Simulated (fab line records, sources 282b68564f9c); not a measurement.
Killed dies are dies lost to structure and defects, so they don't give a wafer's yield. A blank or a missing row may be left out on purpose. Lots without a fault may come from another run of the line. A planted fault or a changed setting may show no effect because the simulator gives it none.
A struck lot beside a sound one | flow rit_cmos | 29 steps out of a route of 202
Sound: wafers L119.1, L119.2, L119.3. Struck: wafers L117.2, L117.3, L117.5. The cause comes at the end.
At each step with rows: each side's tool, then ch and its chambers, then its first start. Under that, the readings that differ: sound wafers | struck wafers | difference of the means | sigmas: that difference in standard deviations of wafers without a fault.
alike: readings whose means differ by less than 2 such deviations, and words and numbers that are the same on both sides. not compared: withheld readings, readings that some wafer has no value for, bounds like >300 that may hide the same value, and numbers for which the record gives no deviation and whose values overlap.
The two part at a step that has a row with sigmas, a row that says differs or no value, or rows on one side only. Numbers that don't overlap but have no deviation are shown without sigmas and don't part them. A reading that every wafer of one side lacks parts them only if that side has two wafers or more.

RIT_SDANNEAL_RTA_03: time 5 s.
  sound on rtp_anneal-02 ch 0, day 5 14:17; struck on rtp_anneal-02 ch 0, day 5 03:58
  alike: wafer_temp_C_max
RIT_SDANNEAL_RS_MEAS_04: measures by four-point-probe.
  sound on film_metro-01, day 5 14:20; struck on film_metro-04, day 5 04:02
  alike: PSD_RS
RIT_SDANNEAL_RS_MEAS_05: measures by four-point-probe.
  sound on film_metro-01, day 5 14:28; struck on film_metro-04, day 5 04:10
  alike: NSD_RS
RIT_SDANNEAL_RS_MEAS_06: measures by four-point-probe.
  sound on film_metro-01, day 5 14:35; struck on film_metro-04, day 5 04:17
  alike: PLDD_RS
RIT_SDANNEAL_RS_MEAS_07: measures by four-point-probe.
  sound on film_metro-01, day 5 14:42; struck on film_metro-04, day 5 04:24
  alike: NLDD_RS
then, 1 step without rows for these wafers: RIT_SILICIDE_WET_ETCH_00 (etches SiO2 in BOE, target depth 14 nm, time 15 s).
RIT_SILICIDE_SPUTTER_01: material Ti, target thk 30 nm, time 240 s.
  sound on pvd_sputter-01, day 5 14:50; struck on pvd_sputter-04, day 5 04:31
  alike: throttle_valve_pct
RIT_SILICIDE_RS_MEAS_02: measures by four-point-probe.
  sound on film_metro-04, day 5 14:59; struck on film_metro-03, day 5 04:41
  reading                 | sound          | struck         | difference | sigmas
  SILICIDE_TI_RS (ohm/sq) | 48.5 49.0 48.7 | 47.4 46.4 47.3 | -1.7       | -3
RIT_SILICIDE_THK_MEAS_03: measures by xrf.
  sound on film_metro-04, day 5 15:06; struck on film_metro-03, day 5 04:47
  reading              | sound          | struck         | difference | sigmas
  SILICIDE_TI_THK (nm) | 29.4 29.2 29.3 | 29.9 30.6 30.2 | +0.9       | +3
RIT_SILICIDE_RTA_04: time 10 s, ramp up 5 s, ramp down 5 s.
  sound on rtp_anneal-01 ch 0, day 5 15:10; struck on rtp_anneal-01 ch 0, day 5 04:51
  alike: wafer_temp_C_max
then, 1 step without rows for these wafers: RIT_SILICIDE_WET_ETCH_05 (etches Ti in SPM, time 120 s).
RIT_SILICIDE_RTA_06: time 10 s, ramp up 5 s, ramp down 10 s.
  sound on rtp_anneal-02 ch 0, day 5 15:16; struck on rtp_anneal-02 ch 0, day 5 04:58
  alike: wafer_temp_C_max
RIT_CONTACT_CVD_00: deposits SiO2 from TEOS, target thk 400 nm, time 61 s.
  sound on pecvd-01 ch 0,1,2, day 5 15:20; struck on pecvd-02 ch 0,2, day 5 05:14
  alike: heater_power_w
RIT_CONTACT_THK_MEAS_01:
  sound on film_metro-04, day 5 15:23; struck on film_metro-04, day 5 05:18
  reading               | sound       | struck      | difference | sigmas
  CONTACT_TEOS_THK (nm) | 399 402 395 | 790 797 800 | +397       | +81
then, 6 steps without rows for these wafers: RIT_CONTACT_HMDS_02 (prime time 60 s); RIT_CONTACT_COAT_03 (resist thk 987.5 nm); RIT_CONTACT_SOFTBAKE_04 (time 60 s); RIT_CONTACT_EXPOSE_05 (exposes mask M11, target cd 1000 nm); RIT_CONTACT_PEB_06; RIT_CONTACT_DEVELOP_07 (develop time 120 s).
RIT_CONTACT_CD_MEAS_08: target cd 1000 nm.
  sound on cd_sem-02, day 5 16:25; struck on cd_sem-01, day 5 06:20
  alike: cd_nm
RIT_CONTACT_OVL_MEAS_09:
  sound on overlay-02, day 5 16:32; struck on overlay-01, day 5 06:27
  reading          | sound          | struck      | difference | sigmas
  CONTACT_OVL (nm) | -1.8 -1.3 -1.6 | 1.7 3.4 3.5 | +4.4       | +2
then, 1 step without rows for these wafers: RIT_CONTACT_HARDBAKE_10 (time 60 s).
RIT_CONTACT_ETCH_11: etches SiO2 in CHF3/CF4/Ar, stops on TiSi2, target depth 480 nm, time 320 s.
  sound on rie_diel-01 ch 1,2,3, day 5 16:43; struck on rie_diel-02 ch 1,2,3, day 5 06:38
  reading                             | sound           | struck            | difference | sigmas
  model.CONTACT.feature_depth_nm (nm) | 399.1 402.4 395 | 485.5 478.3 485.4 | +84.2      |
  model.etch.depth_nm (nm)            | 399.1 402.4 395 | 485.5 478.3 485.4 | +84.2      |
  alike: chamber_pressure_mTorr, drypump_motor_current_A, oes_product_au, throttle_valve_pct
  not compared: rf_hours_counter_h
RIT_CONTACT_STRIP_12: strips in O2, time 180 s.
  sound on plasma_asher-04 ch 0,1, day 5 16:55; struck on plasma_asher-04 ch 0,1, day 5 06:50
  alike: chamber_pressure_mTorr, drypump_motor_current_A
  not compared: rf_hours_counter_h
RIT_CONTACT_CD_MEAS_90: target cd 1000 nm.
  sound on cd_sem-01, day 5 17:05; struck on cd_sem-01, day 5 07:01
  alike: cd_nm
RIT_CONTACT_CLEAN_13: cleans in SC1, time 600 s.
  sound on wet_bench-01 ch 0, day 5 17:13; struck on wet_bench-04 ch 3, day 5 07:07
  reading                                  | sound           | struck            | difference | sigmas
  model.SiO2_of_CONTACT_CVD_00.thk_nm (nm) | 395 398.3 390.9 | 786.2 792.7 795.9 | +396.9     |
  alike: bath_heat_duty_pct
then, 1 step without rows for these wafers: RIT_CONTACT_CLEAN_14 (cleans in SC2, time 600 s).
RIT_M1_PROBE_99:
  sound on prober-02, day 5 21:44; struck on prober-02, day 5 11:41
  reading            | sound | struck      | difference | sigmas
  killed_at_contacts | 0 1 0 | 254 259 257 | +256       | +99 or more
  killed_dies        | 5 5 7 | 264 264 264 | +258       | +81
  killed_on_rim      | 1 1 1 | 70 70 70    | +69        | +49
  alike: killed_at_front_end, killed_open, killed_short

WHERE THEY PART
First at RIT_SILICIDE_RS_MEAS_02; last, within this record, at RIT_M1_PROBE_99.

WHY: what the simulator had put in
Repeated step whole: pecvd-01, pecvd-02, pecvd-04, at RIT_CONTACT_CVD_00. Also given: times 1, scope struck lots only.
